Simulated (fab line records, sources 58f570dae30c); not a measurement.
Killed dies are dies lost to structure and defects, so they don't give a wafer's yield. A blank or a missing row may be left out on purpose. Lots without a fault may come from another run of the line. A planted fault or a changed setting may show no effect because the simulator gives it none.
A struck lot beside a sound one | flow berkeley_cmos170 | 17 steps out of a route of 331
Sound: wafers L309.1, L309.5, L309.6. Struck: wafers L326.1, L326.2, L326.4. The cause comes at the end.
At each step with rows: each side's tool, then ch and its chambers, then its first start. Under that, the readings that differ: sound wafers | struck wafers | difference of the means | sigmas: that difference in standard deviations of wafers without a fault.
alike: readings whose means differ by less than 2 such deviations, and words and numbers that are the same on both sides. not compared: withheld readings, readings that some wafer has no value for, bounds like >300 that may hide the same value, and numbers for which the record gives no deviation and whose values overlap.
The two part at a step that has a row with sigmas, a row that says differs or no value, or rows on one side only. Numbers that don't overlap but have no deviation are shown without sigmas and don't part them. A reading that every wafer of one side lacks parts them only if that side has two wafers or more.

UCB170_PWELL_THK_MEAS_03:
  sound on film_metro-03, day 3 05:31; struck on film_metro-03, day 7 09:28
  reading              | sound          | struck         | difference | sigmas
  PWELL_OXIDE_THK (nm) | 26.8 27.2 26.2 | 25.1 25.0 25.0 | -1.7       | -2
then, 2 steps without rows for these wafers: UCB170_PWELL_ANNEAL_04 (time 900 s); UCB170_PWELL_CVD_05 (deposits Si3N4 from SiH2Cl2/NH3, target thk 220 nm, time 3300 s).
UCB170_PWELL_THK_MEAS_06:
  sound on film_metro-03, day 3 15:37; struck on film_metro-04, day 7 21:08
  alike: PWELL_NITRIDE_THK
then, 6 steps without rows for these wafers: UCB170_PWELL_HMDS_07 (prime time 60 s); UCB170_PWELL_COAT_08 (resist thk 900 nm); UCB170_PWELL_SOFTBAKE_09 (time 60 s); UCB170_PWELL_EXPOSE_10 (exposes mask PWELL, target cd 3000 nm); UCB170_PWELL_PEB_11; UCB170_PWELL_DEVELOP_12 (develop time 45 s).
UCB170_PWELL_OVL_MEAS_13:
  sound on overlay-02, day 3 17:00; struck on overlay-02, day 7 22:10
  alike: PWELL_OVL
UCB170_PWELL_ETCH_14: etches Si3N4 in CH3F/Ar/O2, stops on SiO2, target depth 242 nm, time 151 s.
  sound on rie_diel-02 ch 0,1,3, day 3 17:02; struck on rie_diel-03 ch 0,1,3, day 7 22:12
  alike: O2_flow_sccm, drypump_motor_current_A, oes_product_au, rf_fwd_power_W, throttle_valve_pct
  not compared: rf_hours_counter_h
UCB170_PWELL_IMPLANT_15:
  sound on implanter-03 ch 0, day 3 17:08; struck on implanter-03 ch 0, day 7 22:18
  reading            | sound                     | struck                     | difference | sigmas
  dose_ions_cm2      | 4.999e+12 5e+12 4.997e+12 | 4.88e+11 4.98e+11 4.91e+11 | -4.51e+12  | -99 or more
  faraday_current_uA | 16.24 16.16 16.08         | 1.56 1.58 1.58             | -14.59     | -49
UCB170_PWELL_STRIP_16: strips in O2.
  sound on plasma_asher-03 ch 0,1, day 3 17:17; struck on plasma_asher-04 ch 0,1, day 7 22:27
  alike: drypump_motor_current_A, oes_product_au, strip_time_to_endpoint_s
  not compared: rf_hours_counter_h
UCB170_PWELL_TW_MEAS_17:
  sound on film_metro-01, day 3 17:23; struck on film_metro-04, day 7 22:33
  reading  | sound       | struck      | difference | sigmas
  PWELL_TW | 377 375 377 | 192 191 194 | -184       | -51
then, 1 step without rows for these wafers: UCB170_PWELL_CLEAN_18 (cleans in SPM, time 600 s).
-- the record jumps here: 7 days lie between the struck wafers' starts before and after (it left off in module PWELL and takes up again in module M3, whose first step shown is number 331 of the route) --
UCB170_M3_PROBE_99:
  the record has rows for the struck wafers here (prober-02, day 14 18:27) and none for the sound ones

WHERE THEY PART
First at UCB170_PWELL_THK_MEAS_03; last, within this record, at UCB170_M3_PROBE_99.

WHY: what the simulator had put in
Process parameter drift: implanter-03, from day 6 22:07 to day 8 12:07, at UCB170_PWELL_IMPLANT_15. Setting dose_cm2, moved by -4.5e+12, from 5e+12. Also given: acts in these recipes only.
